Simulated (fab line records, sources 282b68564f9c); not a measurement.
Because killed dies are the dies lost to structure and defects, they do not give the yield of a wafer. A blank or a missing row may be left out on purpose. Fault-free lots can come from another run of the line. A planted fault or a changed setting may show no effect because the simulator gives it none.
fab line records	flow rit-cmos
record lots=5	wafers=15	last-day=7
route steps=202 shown SDANNEAL@156 PSD@157 NSD@158 PLDD@159 NLDD@160 SILICIDE@161 CONTACT@168 M1@184
lots with no fault: from the same line, run without faults
start-h: hours from the record's first day to the start of the lot's first wafer shown	wait-h: time in hours since the lot's previous step	" unchanged from the row above	L1.1+2: a single row standing in for several wafers	- no value, or no start given	* or withheld: withheld	< > ~ a bound
route shown NAME@n: NAME is a module with steps in the file, n the number in the route of the first one	usual: mean/standard deviation of fault-free wafers	same: alike in all rows	chamber/n: place in a boat	sites: readings site by site	_std_site: their standard deviation	_edge_site: inner sites' mean taken away from outer sites' mean	radius-mm: for every site, how far away it sits from the centre of the wafer	mask NAME#n: copy n	behind: the tool/chamber that last shaped the wafer	hold: cause of the lot's hold/its duration in hours/its outcome	device: transistor that didn't switch, given as n, p or np	end of line: the same wafers' tests at the end of the route	a step without rows: its recipe alone	killed: dies that structure and defects cost at the first sort, which is not the same as the wafer's yield	map: a wafer's dies, x killed, . not, _ none there
set.NAME: the run value of the setting; set.NAME@STEP: its run value at that earlier step	model.NAME: the simulator's own value behind a step, which no gauge read
a table for each step, a row for each wafer; lots at some steps of the route
services: from which hour (start-h, from the record's first day; less than 0 if before it) a tool's chamber was out of use, for how many hours, and why
## steps
# step RIT_SDANNEAL_RTA_03
# recipe temp-c=1050	time-s=5	idle-temp-c=600	ramp-up-c-per-s=342	ramp-down-c-per-s=171	cool-to-c=600	ambient=N2
# usual wafer_temp_C_max=1053.5/1.3
# same time-s=5
lot.wafer	tool	chamber	start-h	wait-h	wafer_temp_C_max
L116.1	rtp-anneal-02	0	100.57	0.0	1053.7
L116.2	"	0	"	"	1055.4
L116.6	"	0	"	"	1053.0
L119.1	rtp-anneal-01	0	111.10	0.0	1051.9
L119.4	"	0	"	"	1054.0
L119.5	"	0	"	"	1052.6
L124.1	rtp-anneal-02	0	134.77	0.0	1055.7
L124.3	"	0	"	"	1052.4
L124.5	"	0	"	"	1052.7
L127.4	rtp-anneal-01	0	151.76	0.0	1053.9
L127.5	"	0	"	"	1053.8
L127.6	"	0	"	"	1052.4
L130.3	rtp-anneal-02	0	170.66	0.0	1054.6
L130.5	"	0	"	"	1053.0
L130.6	"	0	"	"	1054.4
# step RIT_SDANNEAL_RS_MEAS_04
# recipe thk-meas-gauge=four-point-probe
# usual PSD_RS=115.89/0.28
lot.wafer	tool	chamber	start-h	wait-h	PSD_RS[ohm/sq]
L116.1	film-metro-02	-	100.63	0.0	116.00
L116.2	"	-	"	"	115.66
L116.6	"	-	"	"	116.15
L119.1	film-metro-03	-	111.16	0.0	116.24
L119.4	"	-	"	"	116.35
L119.5	"	-	"	"	116.21
L124.1	film-metro-02	-	134.83	0.0	116.36
L124.3	"	-	"	"	116.39
L124.5	"	-	"	"	116.33
L127.4	film-metro-01	-	151.85	0.1	116.07
L127.5	"	-	"	"	115.85
L127.6	"	-	"	"	115.90
L130.3	film-metro-02	-	170.74	0.1	115.74
L130.5	"	-	"	"	115.77
L130.6	"	-	"	"	116.14
# step RIT_SDANNEAL_RS_MEAS_05
# recipe thk-meas-gauge=four-point-probe
# usual NSD_RS=84.5/0.32
lot.wafer	tool	chamber	start-h	wait-h	NSD_RS[ohm/sq]
L116.1	film-metro-02	-	100.75	0.1	84.4
L116.2	"	-	"	"	84.7
L116.6	"	-	"	"	84.3
L119.1	film-metro-03	-	111.28	0.1	85.3
L119.4	"	-	"	"	85.2
L119.5	"	-	"	"	85.0
L124.1	film-metro-02	-	134.95	0.1	85.0
L124.3	"	-	"	"	85.1
L124.5	"	-	"	"	85.0
L127.4	film-metro-01	-	151.97	0.1	84.4
L127.5	"	-	"	"	84.1
L127.6	"	-	"	"	84.4
L130.3	film-metro-02	-	170.86	0.1	84.9
L130.5	"	-	"	"	84.7
L130.6	"	-	"	"	84.7
# step RIT_SDANNEAL_RS_MEAS_06
# recipe thk-meas-gauge=four-point-probe
# usual PLDD_RS=178.6/0.46
lot.wafer	tool	chamber	start-h	wait-h	PLDD_RS[ohm/sq]
L116.1	film-metro-02	-	100.87	0.1	178.7
L116.2	"	-	"	"	178.6
L116.6	"	-	"	"	178.8
L119.1	film-metro-03	-	111.40	0.1	179.2
L119.4	"	-	"	"	178.8
L119.5	"	-	"	"	178.8
L124.1	film-metro-02	-	135.07	0.1	178.3
L124.3	"	-	"	"	178.7
L124.5	"	-	"	"	179.0
L127.4	film-metro-01	-	152.09	0.1	178.5
L127.5	"	-	"	"	177.7
L127.6	"	-	"	"	178.1
L130.3	film-metro-02	-	170.98	0.1	178.6
L130.5	"	-	"	"	178.7
L130.6	"	-	"	"	178.6
# step RIT_SDANNEAL_RS_MEAS_07
# recipe thk-meas-gauge=four-point-probe
# usual NLDD_RS=151.5/0.54
lot.wafer	tool	chamber	start-h	wait-h	NLDD_RS[ohm/sq]
L116.1	film-metro-02	-	100.99	0.1	151.5
L116.2	"	-	"	"	151.6
L116.6	"	-	"	"	151.5
L119.1	film-metro-03	-	111.52	0.1	151.8
L119.4	"	-	"	"	151.9
L119.5	"	-	"	"	151.6
L124.1	film-metro-02	-	135.19	0.1	151.9
L124.3	"	-	"	"	151.7
L124.5	"	-	"	"	152.0
L127.4	film-metro-01	-	152.21	0.1	153.3
L127.5	"	-	"	"	152.2
L127.6	"	-	"	"	153.2
L130.3	film-metro-02	-	171.10	0.1	151.1
L130.5	"	-	"	"	150.9
L130.6	"	-	"	"	151.1
# step RIT_SILICIDE_WET_ETCH_00
# recipe chemistry=BOE	target=SiO2	target-depth-nm=14	time-s=15	dry=n2-spin	dilution=10:1	temp-c=21.5
# step RIT_SILICIDE_SPUTTER_01
# recipe material=Ti	target-thk-nm=30	power-w=350	chamber-pressure-pa=0.667	gas=Ar	time-s=240	substrate-temp-c=25
# usual throttle-valve-pct=29.7/1.1
# same time-s=240
lot.wafer	tool	chamber	start-h	wait-h	throttle-valve-pct
L116.1	pvd-sputter-01	-	101.13	0.0	29.9
L116.2	"	-	"	"	30.1
L116.6	"	-	"	"	30.2
L119.1	pvd-sputter-04	-	111.67	0.0	31.6
L119.4	"	-	"	"	28.0
L119.5	"	-	"	"	27.9
L124.1	pvd-sputter-03	-	135.33	0.0	30.8
L124.3	"	-	"	"	29.1
L124.5	"	-	"	"	29.1
L127.4	pvd-sputter-04	-	152.28	0.0	28.4
L127.5	"	-	"	"	28.3
L127.6	"	-	"	"	27.7
L130.3	pvd-sputter-04	-	171.19	0.0	28.3
L130.5	"	-	"	"	31.4
L130.6	"	-	"	"	30.3
# step RIT_SILICIDE_RS_MEAS_02
# recipe thk-meas-gauge=four-point-probe	reads=Ti_of_SILICIDE_SPUTTER_01
# usual SILICIDE_TI_RS=47.7/0.43
lot.wafer	tool	chamber	start-h	wait-h	SILICIDE_TI_RS[ohm/sq]
L116.1	film-metro-04	-	101.28	0.1	47.1
L116.2	"	-	"	"	47.9
L116.6	"	-	"	"	47.9
L119.1	film-metro-04	-	111.82	0.1	46.6
L119.4	"	-	"	"	47.9
L119.5	"	-	"	"	47.5
L124.1	film-metro-04	-	135.48	0.1	48.5
L124.3	"	-	"	"	48.0
L124.5	"	-	"	"	48.1
L127.4	film-metro-02	-	152.49	0.1	47.6
L127.5	"	-	"	"	47.8
L127.6	"	-	"	"	48.2
L130.3	film-metro-04	-	171.38	0.1	47.8
L130.5	"	-	"	"	47.9
L130.6	"	-	"	"	48.0
# step RIT_SILICIDE_THK_MEAS_03
# recipe thk-meas-gauge=xrf	reads=Ti_of_SILICIDE_SPUTTER_01
# usual SILICIDE_TI_THK=30.5/0.32
lot.wafer	tool	chamber	start-h	wait-h	SILICIDE_TI_THK[nm]
L116.1	film-metro-04	-	101.40	0.1	31.1
L116.2	"	-	"	"	30.7
L116.6	"	-	"	"	30.6
L119.1	film-metro-04	-	111.94	0.1	31.5
L119.4	"	-	"	"	30.7
L119.5	"	-	"	"	30.9
L124.1	film-metro-04	-	135.60	0.1	30.0
L124.3	"	-	"	"	30.4
L124.5	"	-	"	"	30.4
L127.4	film-metro-02	-	152.58	0.1	30.5
L127.5	"	-	"	"	30.4
L127.6	"	-	"	"	30.2
L130.3	film-metro-04	-	171.48	0.1	30.6
L130.5	"	-	"	"	30.5
L130.6	"	-	"	"	30.5
# step RIT_SILICIDE_RTA_04
# recipe temp-c=650	time-s=10	idle-temp-c=25	ramp-up-s=5	ramp-down-s=5	cool-to-c=25	ambient=N2
# usual wafer_temp_C_max=652.8/1.1
# same time-s=10
lot.wafer	tool	chamber	start-h	wait-h	wafer_temp_C_max
L116.1	rtp-anneal-01	0	101.46	0.1	652.3
L116.2	"	0	"	"	652.2
L116.6	"	0	"	"	651.5
L119.1	rtp-anneal-02	0	112.00	0.1	655.3
L119.4	"	0	"	"	653.5
L119.5	"	0	"	"	655.3
L124.1	rtp-anneal-01	0	135.66	0.1	651.2
L124.3	"	0	"	"	651.7
L124.5	"	0	"	"	651.7
L127.4	rtp-anneal-02	0	152.64	0.1	653.5
L127.5	"	0	"	"	654.1
L127.6	"	0	"	"	654.9
L130.3	rtp-anneal-01	0	171.54	0.1	652.5
L130.5	"	0	"	"	652.3
L130.6	"	0	"	"	652.1
# step RIT_SILICIDE_WET_ETCH_05
# recipe chemistry=SPM	target=Ti	temp-c=90	time-s=120	dry=n2-spin
# step RIT_SILICIDE_RTA_06
# recipe temp-c=750	time-s=10	idle-temp-c=25	ramp-up-s=5	ramp-down-s=10	cool-to-c=25	ambient=N2
# usual wafer_temp_C_max=753.3/1.2
# same time-s=10
lot.wafer	tool	chamber	start-h	wait-h	wafer_temp_C_max
L116.1	rtp-anneal-02	0	101.57	0.0	754.0
L116.2	"	0	"	"	753.6
L116.6	"	0	"	"	754.3
L119.1	rtp-anneal-01	0	112.12	0.0	751.9
L119.4	"	0	"	"	752.7
L119.5	"	0	"	"	752.5
L124.1	rtp-anneal-02	0	135.77	0.0	754.4
L124.3	"	0	"	"	754.0
L124.5	"	0	"	"	754.4
L127.4	rtp-anneal-01	0	152.76	0.0	751.8
L127.5	"	0	"	"	752.6
L127.6	"	0	"	"	751.8
L130.3	rtp-anneal-02	0	171.65	0.0	753.4
L130.5	"	0	"	"	754.4
L130.6	"	0	"	"	753.4
# step RIT_CONTACT_CVD_00
# recipe material=SiO2	target-thk-nm=400	precursor=TEOS	temp-c=390	time-s=61	rf-w=400
# usual heater-power-w=323/40
lot.wafer	tool	chamber	start-h	wait-h	heater-power-w	model.SiO2_of_CONTACT_CVD_00.thk-nm
L116.1	pecvd-03	1	101.64	0.1	295	406.2
L116.2	"	0	"	"	283	400.7
L116.6	"	1	"	"	303	410.6
L119.1	pecvd-03	0	112.18	0.1	288	351
L119.4	"	0	"	"	304	355.5
L119.5	"	1	"	"	301	397.8
L124.1	pecvd-02	1	135.84	0.1	300	400.9
L124.3	"	0	"	"	332	396.2
L124.5	"	1	"	"	314	406.6
L127.4	pecvd-02	1	152.81	0.0	370	405.3
L127.5	"	2	"	"	223	403.6
L127.6	"	0	"	"	323	403.8
L130.3	pecvd-02	2	171.69	0.0	268	399.1
L130.5	"	2	"	"	280	410.3
L130.6	"	0	"	"	338	411.2
# step RIT_CONTACT_THK_MEAS_01
# recipe reads=SiO2_of_CONTACT_CVD_00
# usual CONTACT_TEOS_THK=400/5.1
lot.wafer	tool	chamber	start-h	wait-h	CONTACT_TEOS_THK[nm]
L116.1	film-metro-04	-	101.69	0.0	406
L116.2	"	-	"	"	401
L116.6	"	-	"	"	410
L119.1	film-metro-04	-	112.23	0.0	351
L119.4	"	-	"	"	356
L119.5	"	-	"	"	398
L124.1	film-metro-02	-	135.89	0.0	401
L124.3	"	-	"	"	396
L124.5	"	-	"	"	406
L127.4	film-metro-04	-	152.87	0.0	405
L127.5	"	-	"	"	403
L127.6	"	-	"	"	404
L130.3	film-metro-01	-	171.76	0.0	399
L130.5	"	-	"	"	410
L130.6	"	-	"	"	411
# step RIT_CONTACT_HMDS_02
# recipe prime-time-s=60	prime-temp-c=140
# step RIT_CONTACT_COAT_03
# recipe resist=NOVOLAK	spin-rpm=3250	resist-thk-nm=1000
# step RIT_CONTACT_SOFTBAKE_04
# recipe resist=NOVOLAK	temp-c=90	time-s=60
# step RIT_CONTACT_EXPOSE_05
# recipe mask-id=M11	na=0.6	source-shape=conventional	sigma-outer=0.5	target-cd-nm=1000	dose-mj=250
# step RIT_CONTACT_PEB_06
# recipe resist=NOVOLAK	temp-c=withheld	time-s=withheld
# step RIT_CONTACT_DEVELOP_07
# recipe resist=NOVOLAK	develop-time-s=120	dev-temp-c=23
# step RIT_CONTACT_CD_MEAS_08
# recipe target-cd-nm=1000
# usual cd-nm=999.5/2.2
lot.wafer	tool	chamber	start-h	wait-h	cd-nm
L116.1	cd-sem-01	-	102.95	-	999.9
L116.2	"	-	"	"	1000.7
L116.6	"	-	"	"	999.3
L119.1	cd-sem-02	-	113.41	-	999.3
L119.4	"	-	"	"	1003.8
L119.5	"	-	"	"	1004.1
L124.1	cd-sem-02	-	136.92	-	1001.1
L124.3	"	-	"	"	1001.6
L124.5	"	-	"	"	1002.1
L127.4	cd-sem-02	-	153.93	-	998.4
L127.5	"	-	"	"	1000.5
L127.6	"	-	"	"	1001.3
L130.3	cd-sem-02	-	173.05	-	999.5
L130.5	"	-	"	"	999.7
L130.6	"	-	"	"	1000.0
# step RIT_CONTACT_OVL_MEAS_09
# usual CONTACT_OVL=-0.2/1.5
lot.wafer	tool	chamber	start-h	wait-h	CONTACT_OVL[nm]
L116.1	overlay-01	-	103.07	0.1	0.1
L116.2	"	-	"	"	1.2
L116.6	"	-	"	"	0.4
L119.1	overlay-02	-	113.53	0.1	1.5
L119.4	"	-	"	"	1.2
L119.5	"	-	"	"	1.6
L124.1	overlay-01	-	137.04	0.1	-1.4
L124.3	"	-	"	"	-2.0
L124.5	"	-	"	"	-0.8
L127.4	overlay-01	-	154.00	0.1	-0.1
L127.5	"	-	"	"	0.6
L127.6	"	-	"	"	-2.5
L130.3	overlay-02	-	173.14	0.1	0.6
L130.5	"	-	"	"	1.9
L130.6	"	-	"	"	-0.3
# step RIT_CONTACT_HARDBAKE_10
# recipe resist=NOVOLAK	temp-c=140	time-s=60
# step RIT_CONTACT_ETCH_11
# recipe target-depth-a=4800	over-etch-frac=0.2	stop-on=TiSi2	chemistry=CHF3/CF4/Ar	target=SiO2	CHF3_flow_sccm=50	cf4-flow-sccm=10	Ar_flow_sccm=100	O2_flow_sccm=5	pressure-mtorr=100	rf-w=200	time-s=320
# usual drypump-motor-current-A=6.0/0.49	oes-product-au=0.991/0.016	throttle-valve-pct=8.93/0.13
# same time-s=320
lot.wafer	tool	chamber	start-h	wait-h	drypump-motor-current-A	oes-product-au	rf-hours-counter-h	throttle-valve-pct	model.etch.depth-nm	model.CONTACT.feature-depth-nm
L116.1	rie-diel-04	2	103.26	0.1	6.6	1.009	31	8.78	406.2	406.2
L116.2	"	1	"	"	6.7	0.978	66	8.87	400.7	400.7
L116.6	"	3	"	"	5.5	0.962	-	8.80	410.6	410.6
L119.1	rie-diel-04	2	113.72	0.1	6.6	1.006	31	8.79	351	351
L119.4	"	1	"	"	6.7	0.975	-	8.84	355.5	355.5
L119.5	"	3	"	"	5.5	0.963	-	8.80	397.8	397.8
L124.1	rie-diel-04	1	137.22	0.1	6.7	0.977	67	8.86	400.9	400.9
L124.3	"	0	"	"	5.7	1.002	0	8.93	396.2	396.2
L124.5	"	2	"	"	6.6	1.006	-	8.79	406.6	406.6
L127.4	rie-diel-02	0	154.27	0.1	5.6	0.974	-	8.88	405.3	405.3
L127.5	"	3	"	"	6.1	1.026	-	8.97	403.6	403.6
L127.6	"	2	"	"	5.3	1.005	-	9.01	403.8	403.8
L130.3	rie-diel-02	3	173.32	0.1	6.1	1.021	107	8.97	399.1	399.1
L130.5	"	1	"	"	6.1	0.981	-	8.73	410.3	410.3
L130.6	"	0	"	"	5.6	0.987	-	8.89	411.2	411.2
# step RIT_CONTACT_STRIP_12
# recipe chemistry=O2	time-s=180	resist=NOVOLAK	platen-temp-c=withheld	power-w=500	pressure-mtorr=4000	o2-flow-sccm=4000
# step RIT_CONTACT_CD_MEAS_90
# recipe target-cd-nm=1000
# usual cd-nm=999.4/2.1
lot.wafer	tool	chamber	start-h	wait-h	cd-nm
L116.1	cd-sem-02	-	103.62	0.1	1000.3
L116.2	"	-	"	"	1000.7
L116.6	"	-	"	"	999.6
L119.1	cd-sem-02	-	114.09	0.1	999.5
L119.4	"	-	"	"	1003.2
L119.5	"	-	"	"	1004.0
L124.1	cd-sem-02	-	137.59	0.1	1000.9
L124.3	"	-	"	"	1001.8
L124.5	"	-	"	"	1002.2
L127.4	cd-sem-02	-	154.60	0.1	998.5
L127.5	"	-	"	"	1000.7
L127.6	"	-	"	"	1001.6
L130.3	cd-sem-02	-	173.75	0.1	999.4
L130.5	"	-	"	"	999.6
L130.6	"	-	"	"	999.1
# step RIT_CONTACT_CLEAN_13
# recipe chemistry=SC1	mix=3:3:50	time-s=600	temp-c=75
# step RIT_CONTACT_CLEAN_14
# recipe chemistry=SC2	mix=3:3:50	time-s=600	temp-c=75	dry=n2-spin
# step RIT_M1_SPUTTER_00
# recipe material=Al	target-thk-nm=400	power-w=2000	chamber-pressure-pa=0.4	gas=Ar	time-s=500	substrate-temp-c=25
# usual throttle-valve-pct=30.3/0.74
# same time-s=500
lot.wafer	tool	chamber	start-h	wait-h	throttle-valve-pct
L116.1	pvd-sputter-02	-	104.11	0.0	31.2
L116.2	"	-	"	"	29.5
L116.6	"	-	"	"	31.5
L119.1	pvd-sputter-03	-	114.59	0.0	28.9
L119.4	"	-	"	"	29.0
L119.5	"	-	"	"	31.0
L124.1	pvd-sputter-02	-	138.06	0.0	31.2
L124.3	"	-	"	"	31.3
L124.5	"	-	"	"	31.6
L127.4	pvd-sputter-01	-	155.20	0.0	30.1
L127.5	"	-	"	"	30.1
L127.6	"	-	"	"	30.0
L130.3	pvd-sputter-02	-	174.18	0.0	29.5
L130.5	"	-	"	"	31.4
L130.6	"	-	"	"	31.2
# step RIT_M1_RS_MEAS_01
# recipe thk-meas-gauge=four-point-probe	reads=Al_of_M1_SPUTTER_00
# usual M1_AL_RS=0.0735/0.00066
lot.wafer	tool	chamber	start-h	wait-h	M1_AL_RS[ohm/sq]
L116.1	film-metro-03	-	104.40	0.1	0.0737
L116.2	"	-	"	"	0.0738
L116.6	"	-	"	"	0.0736
L119.1	film-metro-03	-	114.88	0.1	0.0733
L119.4	"	-	"	"	0.0731
L119.5	"	-	"	"	0.0730
L124.1	film-metro-02	-	138.36	0.1	0.0737
L124.3	"	-	"	"	0.0736
L124.5	"	-	"	"	0.0733
L127.4	film-metro-02	-	155.56	0.2	0.0731
L127.5	"	-	"	"	0.0723
L127.6	"	-	"	"	0.0730
L130.3	film-metro-01	-	174.51	0.2	0.0730
L130.5	"	-	"	"	0.0737
L130.6	"	-	"	"	0.0736
# step RIT_M1_THK_MEAS_02
# recipe thk-meas-gauge=xrf	reads=Al_of_M1_SPUTTER_00
# usual M1_AL_THK=399/3.7
lot.wafer	tool	chamber	start-h	wait-h	M1_AL_THK[nm]
L116.1	film-metro-03	-	104.52	0.1	396
L116.2	"	-	"	"	396
L116.6	"	-	"	"	394
L119.1	film-metro-03	-	115.00	0.1	397
L119.4	"	-	"	"	397
L119.5	"	-	"	"	399
L124.1	film-metro-02	-	138.48	0.1	398
L124.3	"	-	"	"	399
L124.5	"	-	"	"	400
L127.4	film-metro-02	-	155.65	0.1	401
L127.5	"	-	"	"	406
L127.6	"	-	"	"	402
L130.3	film-metro-01	-	174.61	0.1	401
L130.5	"	-	"	"	396
L130.6	"	-	"	"	399
# step RIT_M1_HMDS_03
# recipe prime-time-s=60	prime-temp-c=140
# step RIT_M1_COAT_04
# recipe resist=NOVOLAK	spin-rpm=2000	resist-thk-nm=1300
# step RIT_M1_SOFTBAKE_05
# recipe resist=NOVOLAK	temp-c=90	time-s=60
# step RIT_M1_EXPOSE_06
# recipe mask-id=M12	na=0.6	source-shape=conventional	sigma-outer=0.5	target-cd-nm=2600	dose-mj=250
# step RIT_M1_PEB_07
# recipe resist=NOVOLAK	temp-c=withheld	time-s=withheld
# step RIT_M1_DEVELOP_08
# recipe resist=NOVOLAK	develop-time-s=68	dev-temp-c=23
# step RIT_M1_CD_MEAS_09
# recipe target-cd-nm=2600
# usual cd-nm=2601.0/2.7
lot.wafer	tool	chamber	start-h	wait-h	cd-nm
L116.1	cd-sem-01	-	105.59	-	2605.1
L116.2	"	-	"	"	2603.1
L116.6	"	-	"	"	2604.2
L119.1	cd-sem-01	-	115.94	-	2596.3
L119.4	"	-	"	"	2596.7
L119.5	"	-	"	"	2594.3
L124.1	cd-sem-02	-	139.42	-	2599.9
L124.3	"	-	"	"	2600.6
L124.5	"	-	"	"	2599.9
L127.4	cd-sem-01	-	156.75	-	2604.4
L127.5	"	-	"	"	2604.0
L127.6	"	-	"	"	2602.1
L130.3	cd-sem-02	-	175.70	-	2593.7
L130.5	"	-	"	"	2594.9
L130.6	"	-	"	"	2595.1
# step RIT_M1_OVL_MEAS_10
# usual M1_OVL=0.2/1.2
lot.wafer	tool	chamber	start-h	wait-h	M1_OVL[nm]
L116.1	overlay-02	-	105.71	0.1	3.0
L116.2	"	-	"	"	0.2
L116.6	"	-	"	"	1.9
L119.1	overlay-01	-	116.06	0.1	0.5
L119.4	"	-	"	"	0.0
L119.5	"	-	"	"	-0.9
L124.1	overlay-02	-	139.54	0.1	-0.1
L124.3	"	-	"	"	-0.3
L124.5	"	-	"	"	0.2
L127.4	overlay-02	-	156.83	0.1	2.4
L127.5	"	-	"	"	1.9
L127.6	"	-	"	"	0.3
L130.3	overlay-01	-	175.79	0.1	0.3
L130.5	"	-	"	"	1.1
L130.6	"	-	"	"	-1.0
# step RIT_M1_HARDBAKE_11
# recipe resist=NOVOLAK	temp-c=140	time-s=120
# step RIT_M1_METAL_ETCH_12
# recipe stop-on=SiO2	chemistry=Cl2/BCl3	target=Al	time-s=165	over-etch-frac=0.5	pressure-mtorr=100	target-depth-a=6000	rf-w=250	Cl2_flow_sccm=60	bcl3-flow-sccm=50
# usual drypump-motor-current-A=5.9/0.47	he-backside-leak-sccm=3.27/0.21	oes-product-au=0.774/0.011	throttle-valve-pct=8.24/0.14
# same time-s=165
lot.wafer	tool	chamber	start-h	wait-h	drypump-motor-current-A	he-backside-leak-sccm	oes-product-au	rf-hours-counter-h	throttle-valve-pct	model.SiO2_of_CONTACT_CVD_00.thk-nm
L116.1	rie-metal-02	1	106.00	0.2	6.2	3.03	0.774	3	8.14	369.5
L116.2	"	0	"	"	5.3	3.03	0.779	3	8.38	363.4
L116.6	"	1	"	"	6.2	3.03	0.779	-	8.13	373.8
L119.1	rie-metal-02	1	116.35	0.2	6.2	3.02	0.768	3	8.13	314
L119.4	"	1	"	"	6.2	2.97	0.782	-	8.15	318.6
L119.5	"	0	"	"	5.3	3.14	0.781	-	8.41	360.4
L124.1	rie-metal-02	0	140.00	0.2	5.3	3.05	0.770	3	8.38	363.5
L124.3	"	1	"	"	6.2	3.07	0.776	-	8.13	359.2
L124.5	"	0	"	"	5.3	3.25	0.776	-	8.39	368.9
L127.4	rie-metal-01	0	157.15	0.1	6.0	3.61	0.783	-	8.42	368.4
L127.5	"	0	"	"	6.0	3.59	0.784	-	8.41	366.6
L127.6	"	1	"	"	6.8	3.22	0.756	-	8.31	366.8
L130.3	rie-metal-01	0	176.12	0.2	5.9	3.40	0.788	-	8.42	362.2
L130.5	"	0	"	"	5.9	3.15	0.777	-	8.41	373.5
L130.6	"	1	"	"	6.7	3.25	0.758	-	8.31	374.6
# step RIT_M1_STRIP_13
# recipe chemistry=nmp	resist=NOVOLAK	temp-c=80	time-s=600	dry=n2-spin
# step RIT_M1_PROBE_99
# usual killed_at_M0_to_M3=0.0/0.12	killed-at-contacts=0.1/0.32	killed-at-front-end=6/3.1	killed-dies=7/3.2	killed-open=3.1/1.9	killed-short=3.5/2.2
# same gross-dies=264	killed_at_M4_up=0	killed-at-back-side=0	killed-at-other=0
lot.wafer	tool	chamber	start-h	wait-h	killed_at_M0_to_M3	killed-at-contacts	killed-at-front-end	killed-dies	killed-open	killed-short	model.etest.field-p-metal.vt-v	model.etest.nmos_0p15.junction-log10-a-um	model.etest.antenna-contact.vt-shift-v
L116.1	prober-02	-	108.28	0.1	0	0	8	8	4	4	-31.76	-13.59	-0.01115
L116.2	prober-02	-	108.33	0.1	1	0	6	7	2	5	-30.84	-13.46	-0.01492
L116.6	prober-02	-	108.53	0.2	0	0	16	16	8	8	-31.02	-13.53	-0.01239
L119.1	prober-01	-	118.81	0.1	0	0	9	9	3	6	-25.92	-13.34	-0.01396
L119.4	prober-01	-	118.96	0.2	0	0	3	3	1	2	-26.5	-13.34	-0.0128
L119.5	prober-01	-	119.01	0.2	0	0	9	9	4	5	-28.46	-13.7	-0.009734
L124.1	prober-02	-	142.25	0.1	0	1	2	3	3	0	-30.27	-13.56	-0.009124
L124.3	prober-02	-	142.35	0.2	0	0	5	5	2	3	-30.1	-13.49	-0.01036
L124.5	prober-02	-	142.45	0.2	0	0	13	13	5	8	-30.07	-13.64	-0.009968
L127.4	prober-01	-	161.91	0.2	0	0	4	4	1	3	-30.4	-13.25	-0.008946
L127.5	prober-01	-	161.96	0.2	0	0	6	6	3	3	-30.34	-13.53	-0.0111
L127.6	prober-01	-	162.01	0.2	0	1	7	8	3	5	-29.96	-13.56	-0.009345
L130.3	prober-01	-	178.43	0.2	0	0	0	0	0	0	-30.82	-13.28	-0.009426
L130.5	prober-01	-	178.53	0.2	0	0	6	6	0	6	-30.92	-13.53	-0.00645
L130.6	prober-01	-	178.58	0.2	0	0	4	4	3	1	-31.5	-13.62	-0.008767
# killed by level:class
L116.1 SILICIDE:geometric-particle:open=3 SPACER:geometric-particle:short=2 GATE:geometric-particle:short=1 GATE:geometric-particle:open=1 REOX:geometric-particle:short=1
L116.2 GATE:geometric-particle:open=1 GATE:geometric-particle:short=1 REOX:geometric-particle:open=1 REOX:geometric-particle:short=1 SPACER:geometric-particle:short=1 SILICIDE:geometric-particle:short=1 M1:geometric-particle:short=1
L116.6 GATE:geometric-particle:open=4 GATE:geometric-particle:short=3 REOX:geometric-particle:open=3 REOX:geometric-particle:short=2 FOX1:geometric-particle:short=1 SILICIDE:geometric-particle:short=1 SPACER:geometric-particle:open=1 SPACER:geometric-particle:short=1
L119.1 GATE:geometric-particle:short=4 GATE:geometric-particle:open=3 REOX:geometric-particle:short=1 SILICIDE:geometric-particle:short=1
L119.4 GATE:geometric-particle:open=1 GATE:geometric-particle:short=1 SILICIDE:geometric-particle:short=1
L119.5 SILICIDE:geometric-particle:short=3 GATE:geometric-particle:open=2 GATE:geometric-particle:short=2 FOX1:geometric-particle:open=1 REOX:geometric-particle:open=1
L124.1 GATE:geometric-particle:open=2 CONTACT:geometric-particle:open=1
L124.3 GATE:geometric-particle:open=2 GATE:geometric-particle:short=1 SPACER:geometric-particle:short=1 SILICIDE:geometric-particle:short=1
L124.5 GATE:geometric-particle:short=4 GATE:geometric-particle:open=3 FOX1:geometric-particle:short=1 FOX2:geometric-particle:open=1 FOX2:geometric-particle:short=1 REOX:geometric-particle:open=1 SPACER:geometric-particle:short=1 SILICIDE:geometric-particle:short=1
L127.4 ACTIVE:geometric-particle:open=1 FOX1:geometric-particle:short=1 GATE:geometric-particle:short=1 REOX:geometric-particle:short=1
L127.5 FOX1:geometric-particle:open=1 GATE:geometric-particle:open=1 REOX:geometric-particle:short=1 SPACER:geometric-particle:short=1 SPACER:geometric-particle:open=1 SILICIDE:geometric-particle:short=1
L127.6 SPACER:geometric-particle:short=2 ACTIVE:geometric-particle:short=1 GATE:geometric-particle:open=1 GATE:geometric-particle:short=1 SPACER:geometric-particle:open=1 SILICIDE:geometric-particle:open=1 CONTACT:geometric-particle:short=1
L130.5 FOX1:geometric-particle:short=2 GATE:geometric-particle:short=2 REOX:geometric-particle:short=1 SPACER:geometric-particle:short=1
L130.6 GATE:geometric-particle:open=1 GATE:geometric-particle:short=1 REOX:geometric-particle:open=1 SILICIDE:geometric-particle:open=1
## services
tool	chamber	start-h	hours	kind
pvd-sputter-02	-	81.01	1.1	repair
rie-metal-01	1	86.08	21.7	repair
rie-metal-02	1	86.76	3.3	repair
pvd-sputter-03	-	87.88	5.0	repair
rie-diel-02	-	92.53	0.3	repair
rie-diel-02	2	95.01	11.4	repair
rie-diel-04	0	98.92	-	clean
rie-diel-04	0	98.92	19.9	scheduled-down
rie-diel-04	0	98.92	19.9	vent-cycle
rie-metal-01	-	136.12	20.0	pm
rie-metal-01	0	136.12	20.0	vent-cycle
rie-metal-01	1	136.12	20.0	vent-cycle
rie-diel-02	1	136.66	-	clean
rie-diel-02	1	136.66	17.9	scheduled-down
rie-diel-02	1	136.66	17.9	vent-cycle
pvd-sputter-04	-	155.34	4.4	repair
rie-metal-01	0	156.12	-	clean
rie-metal-01	1	156.12	-	clean
pecvd-03	-	157.61	1.5	repair
pvd-sputter-04	-	162.99	5.4	repair
pvd-sputter-02	-	172.59	1.0	repair
## key
first-sign step=RIT_CONTACT_THK_MEAS_01	reading=CONTACT_TEOS_THK	direction=down	sigmas=9.1	usual=400	struck=353
effect none on later readings
model-effect step=RIT_CONTACT_CVD_00	value=SiO2_of_CONTACT_CVD_00.thk-nm	without=396.1	struck=353.2
model-effect step=RIT_CONTACT_ETCH_11	value=etch.depth-nm	without=396.1	struck=353.2
model-effect step=RIT_M1_METAL_ETCH_12	value=SiO2_of_CONTACT_CVD_00.thk-nm	without=359.1	struck=316.3
model-effect step=RIT_M1_PROBE_99	value=etest.field-p-metal.vt-v	without=-28.36	struck=-26.21
met-at RIT_CONTACT_CVD_00
struck-wafers L119.1,L119.4
tester-left-out L119
onset-between 101.64 112.18
fault kind=process-parameter-drift	tool=pecvd-03	chamber=0	onset-h=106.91	steps=RIT_CONTACT_CVD_00	channel=target-thk-nm	offset=-42.816	shape=step	end-h=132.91	stated=400
# tester-left-out: of these lots the tester's yield and bins aren't shown, on N5 and GAA mostly nor the transistor test; their killed dies are dies lost to structure and defects alone, not to doping, threshold or leakage, so they don't give the yield
